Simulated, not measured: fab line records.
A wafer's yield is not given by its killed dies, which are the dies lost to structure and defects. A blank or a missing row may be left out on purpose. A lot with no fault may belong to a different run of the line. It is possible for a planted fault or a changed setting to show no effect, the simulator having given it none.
A single fault, viewed from 2 desks / flow rit cmos / what lay behind the numbers comes last; until then each desk has only its own

== THE METROLOGY DESK ==
What the gauges read for every lot (on any tool): the sampled wafers with a number, averaged. Any lot whose mean is over 4 standard deviations away from the usual mean is out of limits and marked OUT; that distance is given in the brackets. 7 of its 11 readings are shown, namely those furthest out on some lot.
Columns: A = FOX1_OXIDE_THK at RIT_FOX1_THK_MEAS_01, usual 345 nm; B = FOX2_OXIDE_THK at RIT_FOX2_THK_MEAS_01, usual 345 nm; C = FIELD_OXIDE_LEFT_1_THK at RIT_FOX2_THK_MEAS_90, usual 317 nm; D = NWELL_OVL at RIT_NWELL_OVL_MEAS_06, usual 0.7 nm; E = PWELL_OVL at RIT_PWELL_OVL_MEAS_06, usual 1.2 nm; F = PWELL_TW at RIT_PWELL_TW_MEAS_10, usual 956; G = NWELL_RS at RIT_WELLDRIVE_RS_MEAS_01, usual 275.3 ohm/sq
lot=L703; first seen here=day 2 10:35; A=344; B=354; C=327; D=1.7; E=-0.4; F=966; G=274.5
lot=L705; first seen here=day 2 21:46; A=344; B=330; C=302; D=0.7; E=0.7; F=959; G=275.4
lot=L708; first seen here=day 3 11:28; A=348; B=346; C=319; D=2.6; E=-1.1; F=950; G=275.5
lot=L709; first seen here=day 3 16:35; A=345; B=339; C=312; D=0.9; E=3.5; F=956; G=274.2
lot=L714; first seen here=day 4 17:29; A=333; B=340; C=313; D=0.7; E=1.0; F=965; G=276.2
lot=L719; first seen here=day 5 18:36; A=344; B=341; C=314; D=1.4; E=0.4; F=949; G=274.4
Result from this desk: across the 6 lots, nothing is out of limits.

== TOOL OWNER'S DESK, furnace-03 ==
The tool's own readings at RIT_FOX2_OXIDATION_00 (target thk 350.7 nm, ox time 1130 s): means of the sampled wafers that have a number, for each lot that ran on this tool. Any lot whose mean is over 4 standard deviations away from the usual mean is out of limits and marked OUT; that distance is given in the brackets.
Columns: A = ox temp c at RIT_FOX2_OXIDATION_00, usual 1099.8 C; B = spike tc load C at RIT_FOX2_OXIDATION_00, usual 1127 C
lot=L709; first seen here=day 3 19:16; A=1099.9; B=1121
lot=L714; first seen here=day 4 20:01; A=1099.9; B=1121
lot=L719; first seen here=day 5 21:13; A=1099.3; B=1122
Result from this desk: across the 3 lots, nothing is out of limits.

== PUT TOGETHER ==
Metrology desk: nothing out of limits seen.
Nothing out of limits was seen by the tool owner's desk.

== WHAT THE SIMULATOR HAD PUT IN ==
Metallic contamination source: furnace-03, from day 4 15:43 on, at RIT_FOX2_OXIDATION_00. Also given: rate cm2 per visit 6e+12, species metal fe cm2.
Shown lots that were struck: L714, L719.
